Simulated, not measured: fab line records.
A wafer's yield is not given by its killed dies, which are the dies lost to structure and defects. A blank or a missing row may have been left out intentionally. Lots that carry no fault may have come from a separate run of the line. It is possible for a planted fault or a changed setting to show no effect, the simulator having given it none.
fab line records	flow ritCmos	part 2 of 2: steps 29 to 39 of 39
record lots=5	wafers=15	lastDay=7
route steps=202 shown PSD@157 NSD@158 PLDD@159 NLDD@160 SILICIDE@161 CONTACT@168 M1@184
lots with no fault: from the same line, run without faults
startH: hours from the record's first day to the start of the lot's first wafer shown	waitH: hours since the lot's step before	" same as the row above	L1.1+2: a row that stands for several wafers	- no value, or no start given	* or withheld: withheld	< > ~ a bound
route shown NAME@n: names a module that has steps shown in the file, with the first one's number in the route	usual: the fault-free wafers' mean and standard deviation	same: alike in all rows	chamber/n: place in a boat	sites: readings site by site	_std_site: the values' standard deviation	_edge_site: the outer-site mean with the inner-site mean subtracted	radiusMm: for every site, how far away it sits from the centre of the wafer	mask NAME#n: copy n	behind: tool/chamber where the wafer was last shaped	hold: why the lot went on hold/how many hours it stayed there/how the hold came to an end	device: whichever transistor did not switch (one of n, p or np)	end of line: the route-end tests of the same wafers	a step without rows: its recipe alone	killed: the dies lost at the first sort to structure and to defects; this is not the yield of the wafer	map: the dies of a wafer, with x for killed, . for not killed, _ for no die there
set.NAME: the setting the step ran with; set.NAME@STEP: the setting that earlier step ran with	model.NAME: the simulator's own value behind a step, which no gauge read
lots at selected steps of the route; one table per step, one row per wafer
services: from which hour (startH, from the record's first day; less than 0 if before it) a tool's chamber was out of use, for how many hours, and why
## steps
# step RIT_M1_RS_MEAS_01
# recipe thkMeasGauge=four-point-probe	reads=Al_of_M1_SPUTTER_00
# usual M1_AL_RS=0.0738/0.00083
lot.wafer	tool	chamber	startH	waitH	M1_AL_RS[ohm/sq]
L075.3	filmMetro-02	-	66.11	0.2	0.0737
L075.5	"	-	"	"	0.0740
L075.6	"	-	"	"	0.0742
L078.2	filmMetro-03	-	82.25	0.2	0.0734
L078.3	"	-	"	"	0.0732
L078.4	"	-	"	"	0.0727
L087.1	filmMetro-01	-	121.52	0.1	0.0741
L087.5	"	-	"	"	0.0739
L087.6	"	-	"	"	0.0746
L091.3	filmMetro-02	-	140.16	0.2	0.0741
L091.4	"	-	"	"	0.0743
L091.5	"	-	"	"	0.0747
L097.2	filmMetro-01	-	175.66	0.2	0.0728
L097.3	"	-	"	"	0.0739
L097.5	"	-	"	"	0.0739
# step RIT_M1_THK_MEAS_02
# recipe thkMeasGauge=xrf	reads=Al_of_M1_SPUTTER_00
# usual M1_AL_THK=397/4.5
lot.wafer	tool	chamber	startH	waitH	M1_AL_THK[nm]
L075.3	filmMetro-02	-	66.21	0.1	400
L075.5	"	-	"	"	394
L075.6	"	-	"	"	395
L078.2	filmMetro-03	-	82.36	0.1	398
L078.3	"	-	"	"	401
L078.4	"	-	"	"	402
L087.1	filmMetro-01	-	121.64	0.1	396
L087.5	"	-	"	"	395
L087.6	"	-	"	"	393
L091.3	filmMetro-02	-	140.26	0.1	396
L091.4	"	-	"	"	393
L091.5	"	-	"	"	393
L097.2	filmMetro-01	-	175.77	0.1	403
L097.3	"	-	"	"	395
L097.5	"	-	"	"	395
# step RIT_M1_HMDS_03
# recipe primeTimeS=60	primeTempC=140
# usual primeTempC=140.03/0.16
lot.wafer	tool	chamber	startH	waitH	primeTempC
L075.3	lithoTrack-04	0	66.30	0.1	140.06
L075.5	"	0	"	"	140.02
L075.6	"	0	"	"	140.28
L078.2	lithoTrack-04	0	82.50	0.1	140.00
L078.3	"	0	"	"	139.72
L078.4	"	0	"	"	139.90
L087.1	lithoTrack-04	0	121.70	0.1	140.20
L087.5	"	0	"	"	140.07
L087.6	"	0	"	"	140.03
L091.3	lithoTrack-04	0	140.35	0.1	140.27
L091.4	"	0	"	"	140.18
L091.5	"	0	"	"	140.20
L097.2	lithoTrack-01	0	175.85	0.1	140.11
L097.3	"	0	"	"	139.73
L097.5	"	0	"	"	140.01
# step RIT_M1_COAT_04
# recipe resist=NOVOLAK	spinRpm=2000	resistThkNm=1300
# usual dispensePressureKPa=50/5.5	spinSpeedRpm=1999.8/1.3
lot.wafer	tool	chamber	startH	waitH	dispensePressureKPa	spinSpeedRpm
L075.3	lithoTrack-04	0	66.45	0.1	43	2001.2
L075.5	"	0	"	"	43	1998.8
L075.6	"	0	"	"	43	1999.9
L078.2	lithoTrack-04	0	82.65	0.1	43	1999.1
L078.3	"	0	"	"	43	2001.0
L078.4	"	0	"	"	43	1998.7
L087.1	lithoTrack-04	0	121.85	0.1	43	2000.8
L087.5	"	0	"	"	43	2000.3
L087.6	"	0	"	"	43	2000.2
L091.3	lithoTrack-04	0	140.50	0.1	43	2001.5
L091.4	"	0	"	"	43	2002.3
L091.5	"	0	"	"	43	2001.2
L097.2	lithoTrack-01	0	176.00	0.1	57	2001.3
L097.3	"	0	"	"	57	1999.5
L097.5	"	0	"	"	57	1999.1
# step RIT_M1_SOFTBAKE_05
# recipe resist=NOVOLAK	tempC=90	timeS=60
# usual heaterPowerTotalW=34.56/0.048
lot.wafer	tool	chamber	startH	waitH	heaterPowerTotalW
L075.3	lithoTrack-04	0	66.60	0.1	34.54
L075.5	"	0	"	"	34.55
L075.6	"	0	"	"	34.61
L078.2	lithoTrack-04	0	82.80	0.1	34.69
L078.3	"	0	"	"	34.55
L078.4	"	0	"	"	34.61
L087.1	lithoTrack-04	0	122.00	0.1	34.59
L087.5	"	0	"	"	34.60
L087.6	"	0	"	"	34.58
L091.3	lithoTrack-04	0	140.65	0.1	34.57
L091.4	"	0	"	"	34.48
L091.5	"	0	"	"	34.59
L097.2	lithoTrack-01	0	176.15	0.1	34.63
L097.3	"	0	"	"	34.61
L097.5	"	0	"	"	34.61
# step RIT_M1_EXPOSE_06
# recipe maskId=M12	na=0.6	sourceShape=conventional	sigmaOuter=0.5	targetCdNm=2600	doseMj=250
lot.wafer	tool	chamber	startH	waitH	mask
L075.3+5+6	ilineStepper-02	0	66.73	0.1	M12#0
L078.2+3+4	ilineStepper-02	0	83.07	0.2	M12#0
L087.1+5+6	ilineStepper-01	0	122.15	0.1	M12#0
L091.3+4+5	ilineStepper-02	0	140.91	0.2	M12#0
L097.2+3+5	ilineStepper-01	0	176.29	0.1	M12#0
# step RIT_M1_PEB_07
# recipe resist=NOVOLAK	tempC=withheld	timeS=withheld
lot.wafer	tool	chamber	startH	waitH
L075.3+5+6	lithoTrack-01	0	66.86	0.1
L078.2+3+4	lithoTrack-02	0	83.21	0.1
L087.1+5+6	lithoTrack-01	0	122.27	0.1
L091.3+4+5	lithoTrack-02	0	141.04	0.1
L097.2+3+5	lithoTrack-04	0	176.41	0.1
# step RIT_M1_DEVELOP_08
# recipe resist=NOVOLAK	developTimeS=68	devTempC=23
lot.wafer	tool	chamber	startH	waitH
L075.3+5+6	lithoTrack-01	0	-	-
L078.2+3+4	lithoTrack-02	0	-	-
L087.1+5+6	lithoTrack-01	0	-	-
L091.3+4+5	lithoTrack-02	0	-	-
L097.2+3+5	lithoTrack-04	0	-	-
# step RIT_M1_CD_MEAS_09
# recipe targetCdNm=2600
# usual cdNm=2600.6/1.8
lot.wafer	tool	chamber	startH	waitH	cdNm
L075.3	cdSem-01	-	67.17	-	2599.4
L075.5	"	-	"	"	2599.5
L075.6	"	-	"	"	2599.1
L078.2	cdSem-02	-	83.52	-	2597.2
L078.3	"	-	"	"	2596.2
L078.4	"	-	"	"	2599.4
L087.1	cdSem-01	-	122.58	-	2597.9
L087.5	"	-	"	"	2600.8
L087.6	"	-	"	"	2599.2
L091.3	cdSem-01	-	141.35	-	2599.5
L091.4	"	-	"	"	2599.5
L091.5	"	-	"	"	2597.7
L097.2	cdSem-01	-	176.72	-	2600.9
L097.3	"	-	"	"	2603.3
L097.5	"	-	"	"	2602.1
# step RIT_M1_OVL_MEAS_10
# usual M1_OVL=0.3/1.5
lot.wafer	tool	chamber	startH	waitH	M1_OVL[nm]
L075.3	overlay-02	-	67.26	0.1	-0.6
L075.5	"	-	"	"	-0.6
L075.6	"	-	"	"	-0.8
L078.2	overlay-01	-	83.63	0.1	1.3
L078.3	"	-	"	"	0.6
L078.4	"	-	"	"	5.7
L087.1	overlay-02	-	122.70	0.1	-2.4
L087.5	"	-	"	"	-0.1
L087.6	"	-	"	"	-0.7
L091.3	overlay-02	-	141.44	0.1	1.9
L091.4	"	-	"	"	-0.3
L091.5	"	-	"	"	1.1
L097.2	overlay-02	-	176.83	0.1	0.1
L097.3	"	-	"	"	0.6
L097.5	"	-	"	"	-1.4
# step RIT_M1_HARDBAKE_11
# recipe resist=NOVOLAK	tempC=140	timeS=120
# usual heaterPowerTotalW=52.03/0.062
lot.wafer	tool	chamber	startH	waitH	heaterPowerTotalW
L075.3	lithoTrack-01	0	67.37	0.1	52.10
L075.5	"	0	"	"	52.07
L075.6	"	0	"	"	51.99
L078.2	lithoTrack-04	0	83.70	0.1	52.03
L078.3	"	0	"	"	52.05
L078.4	"	0	"	"	51.94
L087.1	lithoTrack-01	0	122.74	0.0	52.05
L087.5	"	0	"	"	51.96
L087.6	"	0	"	"	52.12
L091.3	lithoTrack-04	0	141.55	0.1	52.05
L091.4	"	0	"	"	51.94
L091.5	"	0	"	"	52.01
L097.2	lithoTrack-04	0	176.90	0.1	52.00
L097.3	"	0	"	"	51.93
L097.5	"	0	"	"	52.14
## services
tool	chamber	startH	hours	kind
pvdSputter-04	-	42.35	14.4	repair
rtpAnneal-02	-	45.17	2.7	pm
rieDiel-02	3	47.18	3.2	repair
ilineStepper-01	-	61.48	1.7	pm
ilineStepper-01	0	71.56	-	calibration
rieDiel-04	3	86.84	2.3	repair
ilineStepper-02	-	95.08	4.4	pm
ilineStepper-01	-	106.96	4.4	pm
ilineStepper-02	-	115.69	1.7	pm
pvdSputter-01	-	121.86	6.6	repair
rieDiel-04	0	125.20	9.8	repair
wetBench-02	-	126.56	1.8	repair
rieDiel-04	-	128.07	13.8	repair
rieDiel-04	3	129.12	3.5	repair
pvdSputter-04	-	130.94	1.7	repair
rieDiel-03	3	131.54	16.4	repair
plasmaAsher-04	-	136.28	2.8	pm
pvdSputter-01	-	137.30	0.7	repair
rieDiel-02	2	141.63	17.9	repair
pvdSputter-04	-	141.92	0.7	repair
plasmaAsher-02	-	153.39	1.0	repair
rieDiel-03	2	157.16	2.7	repair
rieDiel-04	2	157.16	4.5	repair
rieDiel-03	3	160.37	17.6	repair
